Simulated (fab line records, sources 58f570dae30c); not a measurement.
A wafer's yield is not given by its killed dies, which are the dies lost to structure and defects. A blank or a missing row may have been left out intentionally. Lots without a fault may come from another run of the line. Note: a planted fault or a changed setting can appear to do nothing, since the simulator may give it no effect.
Tool commonality check :: flow berkeley-cmos170 :: 14 lots, 42 wafers sampled

== THE REASON FOR OPENING IT ==
Of 14 lots, 2 have the reading M2_AL_RS flagged at UCB170_M2_RS_MEAS_02. Wafers without a fault read 0.03207 ohm/sq, standard deviation 0.00022.
Rule: flag the lot when none of its wafers has a number, or when each of its wafers that has one lies beyond 4 standard deviations from that mean. The other lots count as sound.

lot: L429
measured: day 7 06:58
on: film-metro-01
M2_AL_RS (ohm/sq), wafer by wafer: 0.03182 0.03224 0.03227
flag: 

lot: L430
measured: day 7 09:13
on: film-metro-04
M2_AL_RS (ohm/sq), wafer by wafer: 0.03208 0.03195 0.03217
flag: 

lot: L428
measured: day 7 09:29
on: film-metro-03
M2_AL_RS (ohm/sq), wafer by wafer: 0.03205 0.03206 0.03207
flag: 

lot: L431
measured: day 8 04:18
on: film-metro-01
M2_AL_RS (ohm/sq), wafer by wafer: 0.03017 0.03043 0.0302
flag: FLAGGED

lot: L432
measured: day 8 04:33
on: film-metro-04
M2_AL_RS (ohm/sq), wafer by wafer: 0.03177 0.03172 0.03202
flag: 

lot: L434
measured: day 8 14:00
on: film-metro-01
M2_AL_RS (ohm/sq), wafer by wafer: 0.03009 0.03017 0.03027
flag: FLAGGED

lot: L439
measured: day 9 07:47
on: film-metro-01
M2_AL_RS (ohm/sq), wafer by wafer: 0.03197 0.0321 0.03175
flag: 

lot: L440
measured: day 9 08:00
on: film-metro-01
M2_AL_RS (ohm/sq), wafer by wafer: 0.03199 0.03215 0.03202
flag: 

lot: L441
measured: day 10 07:24
on: film-metro-04
M2_AL_RS (ohm/sq), wafer by wafer: 0.03185 0.03177 0.0319
flag: 

lot: L445
measured: day 10 18:44
on: film-metro-04
M2_AL_RS (ohm/sq), wafer by wafer: 0.0324 0.03232 0.03204
flag: 

lot: L448
measured: day 11 08:40
on: film-metro-04
M2_AL_RS (ohm/sq), wafer by wafer: 0.0323 0.03214 0.03215
flag: 

lot: L446
measured: day 11 13:25
on: film-metro-04
M2_AL_RS (ohm/sq), wafer by wafer: 0.03179 0.03216 0.03168
flag: 

lot: L447
measured: day 11 13:34
on: film-metro-03
M2_AL_RS (ohm/sq), wafer by wafer: 0.03207 0.03203 0.03261
flag: 

lot: L449
measured: day 11 16:02
on: film-metro-04
M2_AL_RS (ohm/sq), wafer by wafer: 0.03196 0.03175 0.03193
flag: 
The mean of the flagged lots' numbers is 0.03022 ohm/sq, -0.00185 ohm/sq from the usual (-8 standard deviations).

== EACH LOT AND THE TOOL IT RAN ON ==
The record holds 1 process step before the reading, out of a route of 331 steps. In each cell: the tool, then ch and the chambers that the sampled wafers went through, then the start.
lot: L429
flag: 
UCB170_M2_SPUTTER_01: pvd-sputter-04, day 7 06:53

lot: L430
flag: 
UCB170_M2_SPUTTER_01: pvd-sputter-01, day 7 09:07

lot: L428
flag: 
UCB170_M2_SPUTTER_01: pvd-sputter-03, day 7 09:24

lot: L431
flag: FLAGGED
UCB170_M2_SPUTTER_01: pvd-sputter-04, day 8 04:11

lot: L432
flag: 
UCB170_M2_SPUTTER_01: pvd-sputter-01, day 8 04:25

lot: L434
flag: FLAGGED
UCB170_M2_SPUTTER_01: pvd-sputter-04, day 8 13:54

lot: L439
flag: 
UCB170_M2_SPUTTER_01: pvd-sputter-01, day 9 07:41

lot: L440
flag: 
UCB170_M2_SPUTTER_01: pvd-sputter-03, day 9 07:55

lot: L441
flag: 
UCB170_M2_SPUTTER_01: pvd-sputter-01, day 10 07:16

lot: L445
flag: 
UCB170_M2_SPUTTER_01: pvd-sputter-01, day 10 18:37

lot: L448
flag: 
UCB170_M2_SPUTTER_01: pvd-sputter-01, day 11 08:32

lot: L446
flag: 
UCB170_M2_SPUTTER_01: pvd-sputter-03, day 11 13:17

lot: L447
flag: 
UCB170_M2_SPUTTER_01: pvd-sputter-01, day 11 13:29

lot: L449
flag: 
UCB170_M2_SPUTTER_01: pvd-sputter-03, day 11 15:57
What the steps here do:
- UCB170_M2_SPUTTER_01: material Al, target thk 900 nm, time 120 s.
- UCB170_M2_RS_MEAS_02: measures by four-point-probe.

== FLAGGED AGAINST TOTAL, ONE TOOL AT A TIME (gauges that did the reading follow at the end) ==
step: UCB170_M2_SPUTTER_01
tool: pvd-sputter-01
lots run: 7
flagged: 0
share of the flagged lots: none
sound lots run after its first flagged lot: -

step: UCB170_M2_SPUTTER_01
tool: pvd-sputter-03
lots run: 4
flagged: 0
share of the flagged lots: none
sound lots run after its first flagged lot: -

step: UCB170_M2_SPUTTER_01
tool: pvd-sputter-04
lots run: 3
flagged: 2
share of the flagged lots: all
sound lots run after its first flagged lot: 0

step: UCB170_M2_RS_MEAS_02
tool: film-metro-01
lots run: 5
flagged: 2
share of the flagged lots: all
sound lots run after its first flagged lot: 2 (L439,L440)

step: UCB170_M2_RS_MEAS_02
tool: film-metro-03
lots run: 2
flagged: 0
share of the flagged lots: none
sound lots run after its first flagged lot: -

step: UCB170_M2_RS_MEAS_02
tool: film-metro-04
lots run: 7
flagged: 0
share of the flagged lots: none
sound lots run after its first flagged lot: -

== THE TABLE: WHAT IT ALLOWS ==
Every flagged lot went through 2 rows of the table: pvd-sputter-04 at UCB170_M2_SPUTTER_01 and film-metro-01 at UCB170_M2_RS_MEAS_02.
- pvd-sputter-04 at UCB170_M2_SPUTTER_01 ran 3 lots, 2 of them flagged. Last sound lot L429 at day 7 06:53, first flagged lot L431 at day 8 04:11; a fault beginning in between fits. Its own readings (cathode-dc-power-W) fall more than 4 standard deviations out on all wafers of the flagged lots.
- film-metro-01 at UCB170_M2_RS_MEAS_02 ran 5 lots, 2 of them flagged. Sound lots followed the first flagged one (L439, L440) on it, something a lasting fault affecting the whole tool could not allow.
Left over: one tool, pvd-sputter-04 at UCB170_M2_SPUTTER_01.

== WHAT THE SIMULATOR HAD PUT IN ==
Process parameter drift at UCB170_M2_SPUTTER_01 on pvd-sputter-04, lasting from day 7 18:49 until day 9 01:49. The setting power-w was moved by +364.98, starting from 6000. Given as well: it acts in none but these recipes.
Lots struck among those shown: L431, L434. The rule given above showed the same thing.
